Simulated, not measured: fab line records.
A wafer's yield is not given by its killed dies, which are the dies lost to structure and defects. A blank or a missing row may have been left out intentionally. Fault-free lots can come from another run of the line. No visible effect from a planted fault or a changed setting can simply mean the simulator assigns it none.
fab line records / flow berkeleyCmos170
[record] lots = 6 wafers = 18 lastDay = 11
route steps=331 shown CONTACT@222
lots that met no fault: from a run of the same line without faults
startH: start of the lot's first displayed wafer, in hours after the record's first day / waitH: how many hours have passed since the lot's step before this one / " same as the row above / L1.1+2: one row covering several wafers at once / - value missing, or start not given / * or withheld: withheld / < > ~ a bound
route shown NAME@n: a module of which the file shows steps, and the number in the route of the first / usual: the fault-free wafers' mean and standard deviation / same: alike in all rows / chamber/n: place in a boat / sites: readings site by site / _std_site: standard deviation of those values / _edge_site: mean of outer sites minus mean of inner sites / radiusMm: how far each site lies from the wafer's centre / mask NAME#n: copy n / behind: the most recent tool/chamber to have shaped the wafer / hold: why the lot was held/for how many hours/how that ended / device: whichever transistor did not switch (one of n, p or np) / end of line: the route-end tests of the same wafers / for a step that has no rows: nothing shown but its recipe / killed: count of dies lost to structure and defects at first sort (not the wafer's yield) / map: a wafer's dies, marking killed ones x, the rest . and places with no die _
set.NAME: the setting that was run; set.NAME@STEP: the one run at that earlier step / model.NAME: the simulator's own value behind a step, which no gauge read
a table for each step, a row for each wafer; lots at some steps of the route
services: when a tool's chamber went out of use (startH, in hours from the record's first day, below 0 if earlier), for how many hours, and the reason
[[steps]]
[step UCB170_CONTACT_STRIP_06]
[recipe] chemistry = O2 powerW = 400 pressureMtorr = 3500 platenTempC = withheld o2FlowSccm = 400 overashFraction = 0.5
[usual] drypumpMotorCurrentA = 5.42/0.26 oesProductAu = 0.735/0.0049 stripTimeToEndpointS = 21.98/0.067
lot.wafer=L625.1 tool=plasmaAsher-02 chamber=0 startH=156.29 waitH=0.1 drypumpMotorCurrentA=5.70 oesProductAu=0.738 rfHoursCounterH=37 stripTimeToEndpointS=22.01
lot.wafer=L625.3 tool=plasmaAsher-02 chamber=0 startH=156.29 waitH=0.1 drypumpMotorCurrentA=5.69 oesProductAu=0.733 rfHoursCounterH=- stripTimeToEndpointS=21.99
lot.wafer=L625.6 tool=plasmaAsher-02 chamber=1 startH=156.29 waitH=0.1 drypumpMotorCurrentA=4.97 oesProductAu=0.728 rfHoursCounterH=- stripTimeToEndpointS=22.00
lot.wafer=L627.1 tool=plasmaAsher-01 chamber=1 startH=180.13 waitH=0.1 drypumpMotorCurrentA=5.54 oesProductAu=0.737 rfHoursCounterH=50 stripTimeToEndpointS=21.93
lot.wafer=L627.3 tool=plasmaAsher-01 chamber=1 startH=180.13 waitH=0.1 drypumpMotorCurrentA=5.55 oesProductAu=0.736 rfHoursCounterH=- stripTimeToEndpointS=21.94
lot.wafer=L627.4 tool=plasmaAsher-01 chamber=0 startH=180.13 waitH=0.1 drypumpMotorCurrentA=5.14 oesProductAu=0.732 rfHoursCounterH=- stripTimeToEndpointS=21.92
lot.wafer=L631.2 tool=plasmaAsher-02 chamber=0 startH=199.33 waitH=0.1 drypumpMotorCurrentA=5.73 oesProductAu=0.730 rfHoursCounterH=42 stripTimeToEndpointS=21.99
lot.wafer=L631.5 tool=plasmaAsher-02 chamber=1 startH=199.33 waitH=0.1 drypumpMotorCurrentA=4.98 oesProductAu=0.735 rfHoursCounterH=- stripTimeToEndpointS=22.02
lot.wafer=L631.6 tool=plasmaAsher-02 chamber=0 startH=199.33 waitH=0.1 drypumpMotorCurrentA=5.68 oesProductAu=0.735 rfHoursCounterH=- stripTimeToEndpointS=22.02
lot.wafer=L639.1 tool=plasmaAsher-03 chamber=1 startH=230.13 waitH=0.1 drypumpMotorCurrentA=5.49 oesProductAu=0.731 rfHoursCounterH=53 stripTimeToEndpointS=21.92
lot.wafer=L639.2 tool=plasmaAsher-03 chamber=0 startH=230.13 waitH=0.1 drypumpMotorCurrentA=5.63 oesProductAu=0.728 rfHoursCounterH=53 stripTimeToEndpointS=21.96
lot.wafer=L639.5 tool=plasmaAsher-03 chamber=0 startH=230.13 waitH=0.1 drypumpMotorCurrentA=5.61 oesProductAu=0.747 rfHoursCounterH=- stripTimeToEndpointS=21.90
lot.wafer=L641.1 tool=plasmaAsher-02 chamber=0 startH=235.34 waitH=0.1 drypumpMotorCurrentA=5.73 oesProductAu=0.735 rfHoursCounterH=46 stripTimeToEndpointS=22.03
lot.wafer=L641.2 tool=plasmaAsher-02 chamber=1 startH=235.34 waitH=0.1 drypumpMotorCurrentA=5.00 oesProductAu=0.730 rfHoursCounterH=46 stripTimeToEndpointS=21.98
lot.wafer=L641.3 tool=plasmaAsher-02 chamber=0 startH=235.34 waitH=0.1 drypumpMotorCurrentA=5.71 oesProductAu=0.736 rfHoursCounterH=- stripTimeToEndpointS=22.03
lot.wafer=L642.1 tool=plasmaAsher-01 chamber=0 startH=237.70 waitH=0.1 drypumpMotorCurrentA=5.17 oesProductAu=0.734 rfHoursCounterH=57 stripTimeToEndpointS=21.94
lot.wafer=L642.2 tool=plasmaAsher-01 chamber=1 startH=237.70 waitH=0.1 drypumpMotorCurrentA=5.54 oesProductAu=0.736 rfHoursCounterH=57 stripTimeToEndpointS=21.99
lot.wafer=L642.3 tool=plasmaAsher-01 chamber=0 startH=237.70 waitH=0.1 drypumpMotorCurrentA=5.15 oesProductAu=0.738 rfHoursCounterH=- stripTimeToEndpointS=22.05
[step UCB170_CONTACT_CLEAN_07]
[recipe] chemistry = SPM tempC = 120 timeS = 600
[step UCB170_CONTACT_RTA_08]
[recipe] tempC = 900 timeS = 10 ambient = N2
[usual] lampPowerPct = 27.8/2 wafer_temp_C_max = 903.9/0.83
[same] timeS = 10
lot.wafer=L625.1 tool=rtpAnneal-01 chamber=0 startH=156.56 waitH=0.0 lampPowerPct=29.6 wafer_temp_C_max=904.2
lot.wafer=L625.3 tool=rtpAnneal-01 chamber=0 startH=156.56 waitH=0.0 lampPowerPct=29.7 wafer_temp_C_max=904.4
lot.wafer=L625.6 tool=rtpAnneal-01 chamber=0 startH=156.56 waitH=0.0 lampPowerPct=29.5 wafer_temp_C_max=904.6
lot.wafer=L627.1 tool=rtpAnneal-01 chamber=0 startH=180.55 waitH=0.0 lampPowerPct=29.6 wafer_temp_C_max=904.4
lot.wafer=L627.3 tool=rtpAnneal-01 chamber=0 startH=180.55 waitH=0.0 lampPowerPct=29.6 wafer_temp_C_max=904.6
lot.wafer=L627.4 tool=rtpAnneal-01 chamber=0 startH=180.55 waitH=0.0 lampPowerPct=29.6 wafer_temp_C_max=904.5
lot.wafer=L631.2 tool=rtpAnneal-02 chamber=0 startH=199.75 waitH=0.0 lampPowerPct=25.5 wafer_temp_C_max=903.8
lot.wafer=L631.5 tool=rtpAnneal-02 chamber=0 startH=199.75 waitH=0.0 lampPowerPct=25.5 wafer_temp_C_max=903.4
lot.wafer=L631.6 tool=rtpAnneal-02 chamber=0 startH=199.75 waitH=0.0 lampPowerPct=25.6 wafer_temp_C_max=902.8
lot.wafer=L639.1 tool=rtpAnneal-01 chamber=0 startH=230.40 waitH=0.0 lampPowerPct=29.6 wafer_temp_C_max=904.0
lot.wafer=L639.2 tool=rtpAnneal-01 chamber=0 startH=230.40 waitH=0.0 lampPowerPct=29.6 wafer_temp_C_max=905.1
lot.wafer=L639.5 tool=rtpAnneal-01 chamber=0 startH=230.40 waitH=0.0 lampPowerPct=29.6 wafer_temp_C_max=904.5
lot.wafer=L641.1 tool=rtpAnneal-01 chamber=0 startH=235.61 waitH=0.0 lampPowerPct=29.6 wafer_temp_C_max=904.7
lot.wafer=L641.2 tool=rtpAnneal-01 chamber=0 startH=235.61 waitH=0.0 lampPowerPct=29.6 wafer_temp_C_max=902.6
lot.wafer=L641.3 tool=rtpAnneal-01 chamber=0 startH=235.61 waitH=0.0 lampPowerPct=29.6 wafer_temp_C_max=904.5
lot.wafer=L642.1 tool=rtpAnneal-01 chamber=0 startH=237.98 waitH=0.0 lampPowerPct=29.5 wafer_temp_C_max=904.0
lot.wafer=L642.2 tool=rtpAnneal-01 chamber=0 startH=237.98 waitH=0.0 lampPowerPct=29.6 wafer_temp_C_max=906.1
lot.wafer=L642.3 tool=rtpAnneal-01 chamber=0 startH=237.98 waitH=0.0 lampPowerPct=29.6 wafer_temp_C_max=904.8
[step UCB170_CONTACT_COAT_09]
[recipe] resist = BARC tempC = withheld timeS = withheld spinRpm = 3000 resistThkNm = withheld
[step UCB170_CONTACT_COAT_10]
[recipe] resist = KrF spinRpm = 1500 resistThkNm = 900
[step UCB170_CONTACT_SOFTBAKE_11]
[recipe] resist = KrF tempC = 130 timeS = 60
[step UCB170_CONTACT_EXPOSE_12]
[recipe] maskId = CONT targetCdNm = 700 na = 0.5 sigmaOuter = 0.6 sourceShape = conventional doseMj = 35
[step UCB170_CONTACT_PEB_13]
[recipe] pebTempC = 130 pebTimeS = withheld resist = KrF
[step UCB170_CONTACT_DEVELOP_14]
[recipe] developer = TMAH developTimeS = 45 resist = KrF devTempC = 21
[step UCB170_CONTACT_CD_MEAS_15]
[recipe] targetCdNm = 700
[usual] cdNm = 700.3/1.3
lot.wafer=L625.1 tool=cdSem-01 chamber=- startH=157.60 waitH=- cdNm=701.0
lot.wafer=L625.3 tool=cdSem-01 chamber=- startH=157.60 waitH=- cdNm=701.9
lot.wafer=L625.6 tool=cdSem-01 chamber=- startH=157.60 waitH=- cdNm=700.3
lot.wafer=L627.1 tool=cdSem-01 chamber=- startH=181.77 waitH=- cdNm=700.9
lot.wafer=L627.3 tool=cdSem-01 chamber=- startH=181.77 waitH=- cdNm=700.9
lot.wafer=L627.4 tool=cdSem-01 chamber=- startH=181.77 waitH=- cdNm=701.3
lot.wafer=L631.2 tool=cdSem-02 chamber=- startH=201.42 waitH=- cdNm=701.3
lot.wafer=L631.5 tool=cdSem-02 chamber=- startH=201.42 waitH=- cdNm=699.9
lot.wafer=L631.6 tool=cdSem-02 chamber=- startH=201.42 waitH=- cdNm=700.6
lot.wafer=L639.1 tool=cdSem-01 chamber=- startH=231.31 waitH=- cdNm=700.4
lot.wafer=L639.2 tool=cdSem-01 chamber=- startH=231.31 waitH=- cdNm=699.2
lot.wafer=L639.5 tool=cdSem-01 chamber=- startH=231.31 waitH=- cdNm=699.2
lot.wafer=L641.1 tool=cdSem-02 chamber=- startH=237.03 waitH=- cdNm=698.8
lot.wafer=L641.2 tool=cdSem-02 chamber=- startH=237.03 waitH=- cdNm=697.9
lot.wafer=L641.3 tool=cdSem-02 chamber=- startH=237.03 waitH=- cdNm=697.7
lot.wafer=L642.1 tool=cdSem-02 chamber=- startH=239.27 waitH=- cdNm=701.9
lot.wafer=L642.2 tool=cdSem-02 chamber=- startH=239.27 waitH=- cdNm=700.6
lot.wafer=L642.3 tool=cdSem-02 chamber=- startH=239.27 waitH=- cdNm=702.0
[step UCB170_CONTACT_OVL_MEAS_16]
[usual] CONTACT_OVL = 0/4.4
lot.wafer=L625.1 tool=overlay-01 chamber=- startH=157.72 waitH=0.1 CONTACT_OVL[nm]=10
lot.wafer=L625.3 tool=overlay-01 chamber=- startH=157.72 waitH=0.1 CONTACT_OVL[nm]=5
lot.wafer=L625.6 tool=overlay-01 chamber=- startH=157.72 waitH=0.1 CONTACT_OVL[nm]=1
lot.wafer=L627.1 tool=overlay-01 chamber=- startH=181.89 waitH=0.1 CONTACT_OVL[nm]=-10
lot.wafer=L627.3 tool=overlay-01 chamber=- startH=181.89 waitH=0.1 CONTACT_OVL[nm]=4
lot.wafer=L627.4 tool=overlay-01 chamber=- startH=181.89 waitH=0.1 CONTACT_OVL[nm]=-1
lot.wafer=L631.2 tool=overlay-02 chamber=- startH=201.53 waitH=0.1 CONTACT_OVL[nm]=-1
lot.wafer=L631.5 tool=overlay-02 chamber=- startH=201.53 waitH=0.1 CONTACT_OVL[nm]=-6
lot.wafer=L631.6 tool=overlay-02 chamber=- startH=201.53 waitH=0.1 CONTACT_OVL[nm]=6
lot.wafer=L639.1 tool=overlay-02 chamber=- startH=231.43 waitH=0.1 CONTACT_OVL[nm]=8
lot.wafer=L639.2 tool=overlay-02 chamber=- startH=231.43 waitH=0.1 CONTACT_OVL[nm]=8
lot.wafer=L639.5 tool=overlay-02 chamber=- startH=231.43 waitH=0.1 CONTACT_OVL[nm]=5
lot.wafer=L641.1 tool=overlay-01 chamber=- startH=237.15 waitH=0.1 CONTACT_OVL[nm]=-7
lot.wafer=L641.2 tool=overlay-01 chamber=- startH=237.15 waitH=0.1 CONTACT_OVL[nm]=5
lot.wafer=L641.3 tool=overlay-01 chamber=- startH=237.15 waitH=0.1 CONTACT_OVL[nm]=-2
lot.wafer=L642.1 tool=overlay-02 chamber=- startH=239.39 waitH=0.1 CONTACT_OVL[nm]=0
lot.wafer=L642.2 tool=overlay-02 chamber=- startH=239.39 waitH=0.1 CONTACT_OVL[nm]=-5
lot.wafer=L642.3 tool=overlay-02 chamber=- startH=239.39 waitH=0.1 CONTACT_OVL[nm]=3
[step UCB170_CONTACT_ETCH_17]
[recipe] chemistry = N2/H2 targetDepthA = withheld overetchA = withheld target = BARC timeS = withheld sourceW = 500 biasW = 100 pressureMtorr = 30 n2FlowSccm = 100 h2FlowSccm = 200
[usual] drypumpMotorCurrentA = 5.8/0.48 oesProductAu = 1.004/0.02 throttleValvePct = 13.17/0.16
lot.wafer=L625.1 tool=rieDiel-03 chamber=3 startH=157.75 waitH=0.0 drypumpMotorCurrentA=5.8 oesProductAu=0.984 throttleValvePct=12.99
lot.wafer=L625.3 tool=rieDiel-03 chamber=1 startH=157.75 waitH=0.0 drypumpMotorCurrentA=5.6 oesProductAu=1.017 throttleValvePct=13.12
lot.wafer=L625.6 tool=rieDiel-03 chamber=3 startH=157.75 waitH=0.0 drypumpMotorCurrentA=5.8 oesProductAu=0.983 throttleValvePct=12.97
lot.wafer=L627.1 tool=rieDiel-03 chamber=1 startH=181.93 waitH=0.0 drypumpMotorCurrentA=5.6 oesProductAu=1.017 throttleValvePct=13.12
lot.wafer=L627.3 tool=rieDiel-03 chamber=2 startH=181.93 waitH=0.0 drypumpMotorCurrentA=5.4 oesProductAu=1.019 throttleValvePct=13.18
lot.wafer=L627.4 tool=rieDiel-03 chamber=3 startH=181.93 waitH=0.0 drypumpMotorCurrentA=5.8 oesProductAu=0.977 throttleValvePct=12.98
lot.wafer=L631.2 tool=rieDiel-03 chamber=1 startH=201.56 waitH=0.0 drypumpMotorCurrentA=5.6 oesProductAu=1.015 throttleValvePct=13.11
lot.wafer=L631.5 tool=rieDiel-03 chamber=0 startH=201.56 waitH=0.0 drypumpMotorCurrentA=6.6 oesProductAu=1.014 throttleValvePct=12.95
lot.wafer=L631.6 tool=rieDiel-03 chamber=3 startH=201.56 waitH=0.0 drypumpMotorCurrentA=5.8 oesProductAu=0.975 throttleValvePct=12.96
lot.wafer=L639.1 tool=rieDiel-01 chamber=2 startH=231.47 waitH=0.0 drypumpMotorCurrentA=5.2 oesProductAu=1.005 throttleValvePct=13.15
lot.wafer=L639.2 tool=rieDiel-01 chamber=1 startH=231.47 waitH=0.0 drypumpMotorCurrentA=5.9 oesProductAu=0.981 throttleValvePct=13.29
lot.wafer=L639.5 tool=rieDiel-01 chamber=2 startH=231.47 waitH=0.0 drypumpMotorCurrentA=5.2 oesProductAu=0.998 throttleValvePct=13.16
lot.wafer=L641.1 tool=rieDiel-01 chamber=0 startH=237.19 waitH=0.0 drypumpMotorCurrentA=5.8 oesProductAu=1.015 throttleValvePct=13.20
lot.wafer=L641.2 tool=rieDiel-01 chamber=2 startH=237.19 waitH=0.0 drypumpMotorCurrentA=5.1 oesProductAu=1.005 throttleValvePct=13.16
lot.wafer=L641.3 tool=rieDiel-01 chamber=1 startH=237.19 waitH=0.0 drypumpMotorCurrentA=5.8 oesProductAu=0.992 throttleValvePct=13.31
lot.wafer=L642.1 tool=rieDiel-01 chamber=3 startH=239.43 waitH=0.0 drypumpMotorCurrentA=5.5 oesProductAu=0.972 throttleValvePct=13.23
lot.wafer=L642.2 tool=rieDiel-01 chamber=1 startH=239.43 waitH=0.0 drypumpMotorCurrentA=5.9 oesProductAu=0.995 throttleValvePct=13.31
lot.wafer=L642.3 tool=rieDiel-01 chamber=0 startH=239.43 waitH=0.0 drypumpMotorCurrentA=5.8 oesProductAu=1.010 throttleValvePct=13.19
[step UCB170_CONTACT_ETCH_18]
[recipe] chemistry = CHF3/CF4/Ar target = PSG stopOn = TiSi2 CHF3_flow_sccm = 45 cf4FlowSccm = 15 Ar_flow_sccm = 150 pressureMtorr = 200 rfW = 700 targetDepthA = 8400 overEtchFrac = 0.2 timeS = 195
[usual] drypumpMotorCurrentA = 5.8/0.48 oesProductAu = 0.897/0.015 runLengthS = 223.2/0.48 throttleValvePct = 6.83/0.1
[same] overEtchFrac = 0.2
lot.wafer=L625.1 tool=rieDiel-03 chamber=3 startH=157 waitH=- drypumpMotorCurrentA=5.7 oesProductAu=0.876 rfHoursCounterH=40 runLengthS=223.0 throttleValvePct=6.68 model.CONTACT.featureDepthNm=697.2 model.etch.depthNm=697.2 model.KrF_of_CONTACT_COAT_10.thkNm=695.1
lot.wafer=L625.3 tool=rieDiel-03 chamber=1 startH=157 waitH=- drypumpMotorCurrentA=5.6 oesProductAu=0.910 rfHoursCounterH=117 runLengthS=223.2 throttleValvePct=6.83 model.CONTACT.featureDepthNm=705.8 model.etch.depthNm=705.8 model.KrF_of_CONTACT_COAT_10.thkNm=693.6
lot.wafer=L625.6 tool=rieDiel-03 chamber=3 startH=157 waitH=- drypumpMotorCurrentA=5.8 oesProductAu=0.886 rfHoursCounterH=- runLengthS=223.1 throttleValvePct=6.70 model.CONTACT.featureDepthNm=699.7 model.etch.depthNm=699.7 model.KrF_of_CONTACT_COAT_10.thkNm=695.5
lot.wafer=L627.1 tool=rieDiel-03 chamber=1 startH=181 waitH=- drypumpMotorCurrentA=5.6 oesProductAu=1.021 rfHoursCounterH=119 runLengthS=174.4 throttleValvePct=6.83 model.CONTACT.featureDepthNm=628.2 model.etch.depthNm=628.2 model.KrF_of_CONTACT_COAT_10.thkNm=741.3
lot.wafer=L627.3 tool=rieDiel-03 chamber=2 startH=181 waitH=- drypumpMotorCurrentA=5.4 oesProductAu=1.020 rfHoursCounterH=1 runLengthS=174.7 throttleValvePct=6.80 model.CONTACT.featureDepthNm=626.4 model.etch.depthNm=626.4 model.KrF_of_CONTACT_COAT_10.thkNm=741.2
lot.wafer=L627.4 tool=rieDiel-03 chamber=3 startH=181 waitH=- drypumpMotorCurrentA=5.8 oesProductAu=0.970 rfHoursCounterH=42 runLengthS=174.7 throttleValvePct=6.70 model.CONTACT.featureDepthNm=618.5 model.etch.depthNm=618.5 model.KrF_of_CONTACT_COAT_10.thkNm=740.7
lot.wafer=L631.2 tool=rieDiel-03 chamber=1 startH=201 waitH=- drypumpMotorCurrentA=5.6 oesProductAu=1.003 rfHoursCounterH=120 runLengthS=174.6 throttleValvePct=6.83 model.CONTACT.featureDepthNm=624.1 model.etch.depthNm=624.1 model.KrF_of_CONTACT_COAT_10.thkNm=739.9
lot.wafer=L631.5 tool=rieDiel-03 chamber=0 startH=201 waitH=- drypumpMotorCurrentA=6.7 oesProductAu=1.016 rfHoursCounterH=- runLengthS=174.4 throttleValvePct=6.73 model.CONTACT.featureDepthNm=632.6 model.etch.depthNm=632.6 model.KrF_of_CONTACT_COAT_10.thkNm=735.8
lot.wafer=L631.6 tool=rieDiel-03 chamber=3 startH=201 waitH=- drypumpMotorCurrentA=5.8 oesProductAu=0.975 rfHoursCounterH=- runLengthS=174.3 throttleValvePct=6.69 model.CONTACT.featureDepthNm=616.5 model.etch.depthNm=616.5 model.KrF_of_CONTACT_COAT_10.thkNm=743
lot.wafer=L639.1 tool=rieDiel-01 chamber=2 startH=231 waitH=- drypumpMotorCurrentA=5.2 oesProductAu=0.896 rfHoursCounterH=22 runLengthS=222.5 throttleValvePct=6.85 model.CONTACT.featureDepthNm=701 model.etch.depthNm=701 model.KrF_of_CONTACT_COAT_10.thkNm=694
lot.wafer=L639.2 tool=rieDiel-01 chamber=1 startH=231 waitH=- drypumpMotorCurrentA=5.9 oesProductAu=0.895 rfHoursCounterH=139 runLengthS=223.0 throttleValvePct=6.93 model.CONTACT.featureDepthNm=698.1 model.etch.depthNm=698.1 model.KrF_of_CONTACT_COAT_10.thkNm=699.3
lot.wafer=L639.5 tool=rieDiel-01 chamber=2 startH=231 waitH=- drypumpMotorCurrentA=5.2 oesProductAu=0.906 rfHoursCounterH=- runLengthS=222.1 throttleValvePct=6.87 model.CONTACT.featureDepthNm=705.3 model.etch.depthNm=705.3 model.KrF_of_CONTACT_COAT_10.thkNm=695.9
lot.wafer=L641.1 tool=rieDiel-01 chamber=0 startH=237 waitH=- drypumpMotorCurrentA=5.8 oesProductAu=0.901 rfHoursCounterH=81 runLengthS=223.4 throttleValvePct=6.85 model.CONTACT.featureDepthNm=703.3 model.etch.depthNm=703.3 model.KrF_of_CONTACT_COAT_10.thkNm=692.4
lot.wafer=L641.2 tool=rieDiel-01 chamber=2 startH=237 waitH=- drypumpMotorCurrentA=5.1 oesProductAu=0.899 rfHoursCounterH=23 runLengthS=222.4 throttleValvePct=6.84 model.CONTACT.featureDepthNm=699.5 model.etch.depthNm=699.5 model.KrF_of_CONTACT_COAT_10.thkNm=693.2
lot.wafer=L641.3 tool=rieDiel-01 chamber=1 startH=237 waitH=- drypumpMotorCurrentA=5.9 oesProductAu=0.897 rfHoursCounterH=139 runLengthS=223.5 throttleValvePct=6.94 model.CONTACT.featureDepthNm=701.7 model.etch.depthNm=701.7 model.KrF_of_CONTACT_COAT_10.thkNm=695.5
lot.wafer=L642.1 tool=rieDiel-01 chamber=3 startH=239 waitH=- drypumpMotorCurrentA=5.5 oesProductAu=0.881 rfHoursCounterH=81 runLengthS=223.5 throttleValvePct=6.83 model.CONTACT.featureDepthNm=702.5 model.etch.depthNm=702.5 model.KrF_of_CONTACT_COAT_10.thkNm=694.4
lot.wafer=L642.2 tool=rieDiel-01 chamber=1 startH=239 waitH=- drypumpMotorCurrentA=5.9 oesProductAu=0.908 rfHoursCounterH=139 runLengthS=223.4 throttleValvePct=6.94 model.CONTACT.featureDepthNm=704.9 model.etch.depthNm=704.9 model.KrF_of_CONTACT_COAT_10.thkNm=698.3
lot.wafer=L642.3 tool=rieDiel-01 chamber=0 startH=239 waitH=- drypumpMotorCurrentA=5.8 oesProductAu=0.897 rfHoursCounterH=81 runLengthS=223.9 throttleValvePct=6.84 model.CONTACT.featureDepthNm=692.4 model.etch.depthNm=692.4 model.KrF_of_CONTACT_COAT_10.thkNm=693.8
[step UCB170_CONTACT_STRIP_19]
[recipe] chemistry = O2 powerW = 400 pressureMtorr = 3500 platenTempC = withheld o2FlowSccm = 400 overashFraction = 0.5
[usual] drypumpMotorCurrentA = 5.42/0.29 oesProductAu = 0.725/0.0048
lot.wafer=L625.1 tool=plasmaAsher-02 chamber=0 startH=157.92 waitH=- drypumpMotorCurrentA=5.73 oesProductAu=0.733 rfHoursCounterH=37
lot.wafer=L625.3 tool=plasmaAsher-02 chamber=0 startH=157.92 waitH=- drypumpMotorCurrentA=5.68 oesProductAu=0.718 rfHoursCounterH=-
lot.wafer=L625.6 tool=plasmaAsher-02 chamber=1 startH=157.92 waitH=- drypumpMotorCurrentA=4.96 oesProductAu=0.721 rfHoursCounterH=-
lot.wafer=L627.1 tool=plasmaAsher-01 chamber=1 startH=182.10 waitH=- drypumpMotorCurrentA=5.56 oesProductAu=0.727 rfHoursCounterH=51
lot.wafer=L627.3 tool=plasmaAsher-01 chamber=0 startH=182.10 waitH=- drypumpMotorCurrentA=5.15 oesProductAu=0.722 rfHoursCounterH=-
lot.wafer=L627.4 tool=plasmaAsher-01 chamber=1 startH=182.10 waitH=- drypumpMotorCurrentA=5.54 oesProductAu=0.724 rfHoursCounterH=-
lot.wafer=L631.2 tool=plasmaAsher-02 chamber=1 startH=201.73 waitH=- drypumpMotorCurrentA=4.97 oesProductAu=0.728 rfHoursCounterH=42
lot.wafer=L631.5 tool=plasmaAsher-02 chamber=1 startH=201.73 waitH=- drypumpMotorCurrentA=4.98 oesProductAu=0.724 rfHoursCounterH=-
lot.wafer=L631.6 tool=plasmaAsher-02 chamber=0 startH=201.73 waitH=- drypumpMotorCurrentA=5.73 oesProductAu=0.729 rfHoursCounterH=-
lot.wafer=L639.1 tool=plasmaAsher-03 chamber=0 startH=231.64 waitH=- drypumpMotorCurrentA=5.63 oesProductAu=0.727 rfHoursCounterH=53
lot.wafer=L639.2 tool=plasmaAsher-03 chamber=1 startH=231.64 waitH=- drypumpMotorCurrentA=5.48 oesProductAu=0.727 rfHoursCounterH=53
lot.wafer=L639.5 tool=plasmaAsher-03 chamber=1 startH=231.64 waitH=- drypumpMotorCurrentA=5.48 oesProductAu=0.724 rfHoursCounterH=-
lot.wafer=L641.1 tool=plasmaAsher-03 chamber=1 startH=237.35 waitH=- drypumpMotorCurrentA=5.46 oesProductAu=0.722 rfHoursCounterH=54
lot.wafer=L641.2 tool=plasmaAsher-03 chamber=0 startH=237.35 waitH=- drypumpMotorCurrentA=5.62 oesProductAu=0.726 rfHoursCounterH=54
lot.wafer=L641.3 tool=plasmaAsher-03 chamber=0 startH=237.35 waitH=- drypumpMotorCurrentA=5.61 oesProductAu=0.733 rfHoursCounterH=-
lot.wafer=L642.1 tool=plasmaAsher-02 chamber=0 startH=239.59 waitH=- drypumpMotorCurrentA=5.74 oesProductAu=0.725 rfHoursCounterH=46
lot.wafer=L642.2 tool=plasmaAsher-02 chamber=1 startH=239.59 waitH=- drypumpMotorCurrentA=4.96 oesProductAu=0.727 rfHoursCounterH=46
lot.wafer=L642.3 tool=plasmaAsher-02 chamber=1 startH=239.59 waitH=- drypumpMotorCurrentA=4.97 oesProductAu=0.727 rfHoursCounterH=-
[[services]]
tool=rieDiel-03 chamber=2 startH=139.65 hours=- kind=clean
tool=rieDiel-03 chamber=2 startH=139.65 hours=23.4 kind=scheduledDown
tool=rieDiel-03 chamber=2 startH=139.65 hours=23.4 kind=ventCycle
tool=rieDiel-01 chamber=1 startH=165.89 hours=28.0 kind=repair
tool=rieDiel-01 chamber=2 startH=170.03 hours=6.0 kind=repair
tool=rieDiel-03 chamber=2 startH=175.28 hours=2.8 kind=repair
tool=rieDiel-01 chamber=- startH=219.17 hours=0.7 kind=repair
tool=rieDiel-03 chamber=1 startH=227.52 hours=4.4 kind=repair
[[key]]
[firstSign] step = UCB170_CONTACT_ETCH_18 reading = runLengthS direction = down sigmas = 99+ usual = * struck = *
[effect] step = UCB170_CONTACT_ETCH_18 reading = oesProductAu direction = up sigmas = 7.1 usual = 0.897 struck = 1.001
[modelEffect] step = UCB170_CONTACT_ETCH_18 value = CONTACT.featureDepthNm without = 698.5 struck = 624.4
metAt UCB170_CONTACT_ETCH_18
struckWafers L627.1,L627.3,L627.4,L631.2,L631.5,L631.6
laterRowsLeftOut L627.1,L627.3,L627.4,L631.2,L631.5,L631.6
sortLeftOut L627.1,L627.3,L627.4,L631.2,L631.5,L631.6
testerLeftOut L627,L631
onsetBetween 157 181
[fault] kind = processParameterDrift tool = rieDiel-03 chamber = - onsetH = 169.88 steps = UCB170_CONTACT_ETCH_18 channel = timeS offset = * shape = step endH = 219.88 actsIn = * stated = *
// testerLeftOut: of these lots the tester's yield and bins aren't shown, on N5 and GAA mostly nor the transistor test; their killed dies are dies lost to structure and defects alone, not to doping, threshold or leakage, so they don't give the yield
// sortLeftOut: the simulated sort isn't trusted on such a fault, so these wafers' sort isn't shown, and their yield isn't known
// laterRowsLeftOut: the simulator's readings of these wafers behind a module that went badly wrong aren't trusted and aren't shown, but for the sort
